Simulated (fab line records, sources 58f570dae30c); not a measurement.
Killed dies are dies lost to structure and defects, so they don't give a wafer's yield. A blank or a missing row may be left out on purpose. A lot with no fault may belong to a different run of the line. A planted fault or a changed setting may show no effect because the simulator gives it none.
One fault through the eyes of 2 desks / flow berkeley_cmos170 / each desk holds nothing but its own numbers, with what lay behind them at the end

== FROM THE METROLOGY DESK ==
Lot by lot, what the gauges showed, no matter which tool ran the lot: averages of those sampled wafers that carry a number. A lot is out of limits, marked OUT, if its mean lies more than 4 standard deviations from the usual mean; the brackets give that distance.
Columns: A = cd_nm at UCB170_M2_CD_MEAS_90, usual 704 nm; B = cd_nm at UCB170_V2_CD_MEAS_12, usual 700.3 nm; C = V2_OVL at UCB170_V2_OVL_MEAS_13, usual 0 nm
lot=L272; first seen here=day 8 09:58; A=706; B=700.7; C=2
lot=L273; first seen here=day 9 02:54; A=704; B=700.9; C=-1
lot=L276; first seen here=day 9 03:59; A=706; B=700.6; C=-0
lot=L275; first seen here=day 9 06:30; A=702; B=700.4; C=-7
lot=L274; first seen here=day 9 08:06; A=707; B=700.2; C=-0
lot=L281; first seen here=day 10 06:18; A=701; B=701.1; C=3
lot=L282; first seen here=day 10 20:10; A=703; B=675.6 (-19) OUT; C=-1
lot=L283; first seen here=day 10 22:58; A=703; B=698.9; C=-5
lot=L284; first seen here=day 11 01:35; A=700; B=699.4; C=-1
lot=L286; first seen here=day 11 08:15; A=705; B=677.8 (-17) OUT; C=9
lot=L289; first seen here=day 11 23:01; A=707; B=702.2; C=1
lot=L291; first seen here=day 12 00:34; A=703; B=699.0; C=4
lot=L290; first seen here=day 12 00:45; A=702; B=701.4; C=-8
lot=L295; first seen here=day 13 01:07; A=704; B=699.7; C=2
Finding of this desk: L282, L286 out of limits; the first was L282 at day 10 23:08, on cd_nm at UCB170_V2_CD_MEAS_12. Within limits: L272, L273, L276, L275, L274, L281, L283, L284, L289, L291, L290, L295.

== DESK OF THE TOOL OWNER: litho_track-04 ==
For each lot that ran on this tool, the mean over its sampled wafers that have a number, from the tool's own readings at UCB170_V2_PEB_10. A lot is out of limits, marked OUT, if its mean lies more than 4 standard deviations from the usual mean; the brackets give that distance.
Columns: A = chill_plate_temp_C at UCB170_V2_PEB_10, usual 23.01 C; B = heater_power_total_W at UCB170_V2_PEB_10, usual 56.80 W; C = plate_temp_C at UCB170_V2_PEB_10, usual 129.97 C
lot=L276; first seen here=day 9 06:32; A=22.93; B=56.83; C=130.11
lot=L275; first seen here=day 9 08:11; A=22.93; B=56.78; C=129.86
lot=L281; first seen here=day 10 12:00; A=23.09; B=56.81; C=129.98
lot=L282; first seen here=day 10 22:49; A=23.02; B=54.89 (-42) OUT; C=126.79 (-23) OUT
lot=L286; first seen here=day 11 09:57; A=23.13; B=54.88 (-43) OUT; C=126.48 (-25) OUT
Finding of this desk: L282, L286 out of limits; the first was L282 at day 10 22:49, on heater_power_total_W at UCB170_V2_PEB_10. Within limits: L276, L275, L281.

== ALL TOGETHER ==
On L282, L286, at day 10 22:49, an alarm was possible from the tool owner's desk.
Metrology desk: alarm possible at day 10 23:08 on L282, L286.
UCB170_V2_PEB_10 was run on litho_track-04 by each of the lots named.

== WHAT THE SIMULATOR HAD PUT IN ==
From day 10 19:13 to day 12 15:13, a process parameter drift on litho_track-04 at UCB170_V2_PEB_10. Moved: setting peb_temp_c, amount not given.
Lots struck among those shown: L282, L286.
Counting hours from when the fault started, the first reading out of limits came at 4 for the tool owner's desk and at 4 for the metrology desk.
